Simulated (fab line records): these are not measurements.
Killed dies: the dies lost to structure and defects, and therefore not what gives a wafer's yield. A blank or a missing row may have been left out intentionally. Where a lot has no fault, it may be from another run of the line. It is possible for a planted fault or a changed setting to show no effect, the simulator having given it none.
Check for tools in common :: flow berkeleyCmos170 :: Sampled: 15 lots, 45 wafers

## WHY IT WAS OPENED
UCB170_PWELL_THK_MEAS_06, reading PWELL_NITRIDE_THK: flagged on 3 of 15 lots. Fault-free wafers read 220.3 nm, with a standard deviation of 2.1.
Rule: a lot is flagged when every wafer of it that has a number lies more than 4 standard deviations from that mean, or none has a number. The rest of the lots are taken to be sound.

lot: L309
measured: day 2 18:22
on: filmMetro-04
PWELL_NITRIDE_THK (nm), wafer by wafer: 218.0 221.7 219.9
flag: 

lot: L310
measured: day 2 22:52
on: filmMetro-02
PWELL_NITRIDE_THK (nm), wafer by wafer: 219.7 219.0 221.5
flag: 

lot: L312
measured: day 3 11:27
on: filmMetro-03
PWELL_NITRIDE_THK (nm), wafer by wafer: 219.1 217.2 222.2
flag: 

lot: L313
measured: day 3 16:52
on: filmMetro-02
PWELL_NITRIDE_THK (nm), wafer by wafer: 222.9 220.8 222.8
flag: 

lot: L314
measured: day 3 23:29
on: filmMetro-03
PWELL_NITRIDE_THK (nm), wafer by wafer: 224.0 221.7 223.0
flag: 

lot: L316
measured: day 4 14:14
on: filmMetro-04
PWELL_NITRIDE_THK (nm), wafer by wafer: 222.2 220.8 221.2
flag: 

lot: L318
measured: day 4 23:14
on: filmMetro-03
PWELL_NITRIDE_THK (nm), wafer by wafer: 218.9 221.5 218.6
flag: 

lot: L319
measured: day 4 23:17
on: filmMetro-04
PWELL_NITRIDE_THK (nm), wafer by wafer: 219.7 219.3 218.8
flag: 

lot: L321
measured: day 5 10:14
on: filmMetro-02
PWELL_NITRIDE_THK (nm), wafer by wafer: 218.8 218.9 220.5
flag: 

lot: L325
measured: day 6 04:43
on: filmMetro-02
PWELL_NITRIDE_THK (nm), wafer by wafer: 180.9 181.8 180.9
flag: FLAGGED

lot: L327
measured: day 6 18:05
on: filmMetro-04
PWELL_NITRIDE_THK (nm), wafer by wafer: 183.5 184.6 183.6
flag: FLAGGED

lot: L328
measured: day 7 04:11
on: filmMetro-03
PWELL_NITRIDE_THK (nm), wafer by wafer: 221.5 222.7 222.4
flag: 

lot: L330
measured: day 7 12:13
on: filmMetro-02
PWELL_NITRIDE_THK (nm), wafer by wafer: 184.8 183.4 184.4
flag: FLAGGED

lot: L331
measured: day 7 15:38
on: filmMetro-02
PWELL_NITRIDE_THK (nm), wafer by wafer: 219.9 220.2 220.8
flag: 

lot: L332
measured: day 7 20:25
on: filmMetro-04
PWELL_NITRIDE_THK (nm), wafer by wafer: 219.5 219.4 219.5
flag: 
On average the flagged lots' numbers are 183.1 nm, which is -37.2 nm against the usual, or -18 standard deviations.

## TOOL THAT RAN EACH LOT
The record holds 1 process step before the reading, out of a route of 331 steps. Cell contents, in order: the tool; ch with the chambers the sampled wafers went through; the start.
lot: L309
flag: 
UCB170_PWELL_CVD_05: lpcvd-02 ch 1, day 2 16:26

lot: L310
flag: 
UCB170_PWELL_CVD_05: lpcvd-01 ch 0, day 2 20:57

lot: L312
flag: 
UCB170_PWELL_CVD_05: lpcvd-02 ch 1, day 3 09:32

lot: L313
flag: 
UCB170_PWELL_CVD_05: lpcvd-02 ch 1, day 3 14:56

lot: L314
flag: 
UCB170_PWELL_CVD_05: lpcvd-01 ch 1, day 3 21:32

lot: L316
flag: 
UCB170_PWELL_CVD_05: lpcvd-01 ch 1, day 4 11:22

lot: L318
flag: 
UCB170_PWELL_CVD_05: lpcvd-01 ch 1, day 4 20:21

lot: L319
flag: 
UCB170_PWELL_CVD_05: lpcvd-01 ch 0, day 4 20:21

lot: L321
flag: 
UCB170_PWELL_CVD_05: lpcvd-01 ch 1, day 5 08:19

lot: L325
flag: FLAGGED
UCB170_PWELL_CVD_05: lpcvd-01 ch 0, day 6 02:47

lot: L327
flag: FLAGGED
UCB170_PWELL_CVD_05: lpcvd-01 ch 1, day 6 16:10

lot: L328
flag: 
UCB170_PWELL_CVD_05: lpcvd-02 ch 0, day 7 02:12

lot: L330
flag: FLAGGED
UCB170_PWELL_CVD_05: lpcvd-01 ch 1, day 7 10:17

lot: L331
flag: 
UCB170_PWELL_CVD_05: lpcvd-02 ch 0, day 7 13:43

lot: L332
flag: 
UCB170_PWELL_CVD_05: lpcvd-02 ch 0, day 7 18:29
What the steps here do:
- UCB170_PWELL_CVD_05: deposits Si3N4 from SiH2Cl2/NH3, target thk 220 nm, time 3300 s.
- UCB170_PWELL_THK_MEAS_06

## FLAGGED OVER TOTAL, TOOL BY TOOL (the gauges that took the reading come last)
step: UCB170_PWELL_CVD_05
tool: lpcvd-01
lots run: 9
flagged: 3
share of the flagged lots: all
sound lots run after its first flagged lot: 0

step: UCB170_PWELL_CVD_05
tool: lpcvd-02
lots run: 6
flagged: 0
share of the flagged lots: none
sound lots run after its first flagged lot: -

step: UCB170_PWELL_THK_MEAS_06
tool: filmMetro-02
lots run: 6
flagged: 2
share of the flagged lots: some
sound lots run after its first flagged lot: 1 (L331)

step: UCB170_PWELL_THK_MEAS_06
tool: filmMetro-03
lots run: 4
flagged: 0
share of the flagged lots: none
sound lots run after its first flagged lot: -

step: UCB170_PWELL_THK_MEAS_06
tool: filmMetro-04
lots run: 5
flagged: 1
share of the flagged lots: some
sound lots run after its first flagged lot: 1 (L332)

## WHAT THE TABLE PERMITS
All flagged lots share 1 row of the table, namely lpcvd-01 at UCB170_PWELL_CVD_05.
- lpcvd-01 at UCB170_PWELL_CVD_05 ran 9 lots, 3 of them flagged. A fault beginning between L321 (day 5 08:19), its last sound lot, and L325 (day 6 02:47), its first flagged one, fits the data.
What remains is a single tool, lpcvd-01 at UCB170_PWELL_CVD_05.

## WHAT THE SIMULATOR PUT IN
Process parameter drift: lpcvd-01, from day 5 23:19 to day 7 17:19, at UCB170_PWELL_CVD_05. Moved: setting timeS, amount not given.
Lots struck among those shown: L325, L327, L330. This agrees with what the rule above found.
